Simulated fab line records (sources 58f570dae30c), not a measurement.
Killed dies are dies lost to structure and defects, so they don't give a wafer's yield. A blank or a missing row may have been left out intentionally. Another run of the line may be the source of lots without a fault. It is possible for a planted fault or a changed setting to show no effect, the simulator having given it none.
Which tool was responsible?    flow berkeleyCmos170    at 1 step of a route of 331, 7 lots with 21 wafers sampled

## WHAT EACH GAUGE READ, for each wafer
UCB170_PVT_OVL_MEAS_06.
lot   measured      on          PVT_OVL (nm)
L844  day 6 18:34   overlay-02  -3 3 -4
L846  day 7 07:00   overlay-02  -12 0 -4
L852  day 8 10:58   overlay-02  -3 -1 0
L855  day 8 14:59   overlay-02  4 1 5
L857  day 9 16:03   overlay-02  -6 -4 -8
L862  day 10 16:59  overlay-01  10 10 11
L865  day 11 07:59  overlay-02  -4 -3 -4

## WHAT TOOL EACH LOT RAN ON (gives the tool, then ch and the chambers of the sampled wafers, and finally the start)
There is no process step in the record ahead of these readings.

## THE ANSWER, worked out from the rows above alone
Rule: what is usual is taken from the lots themselves. The widest of any qualifying gaps counts: lots, ordered by their means at a reading, are off when they make up no more than a third of the lots, leave a main group of 4 or more, and stand apart from it by 3 or more times the standard deviation of that group's means. Not used: any main group whose means are identical at the precision the tables above print for the reading. A lot without any number at a reading at which 4 lots or more have one is off too. All remaining lots with rows at the step are treated as sound.
None of the lots is off at any reading shown; this tells nothing.

## WHAT THE SIMULATOR HAD PUT IN
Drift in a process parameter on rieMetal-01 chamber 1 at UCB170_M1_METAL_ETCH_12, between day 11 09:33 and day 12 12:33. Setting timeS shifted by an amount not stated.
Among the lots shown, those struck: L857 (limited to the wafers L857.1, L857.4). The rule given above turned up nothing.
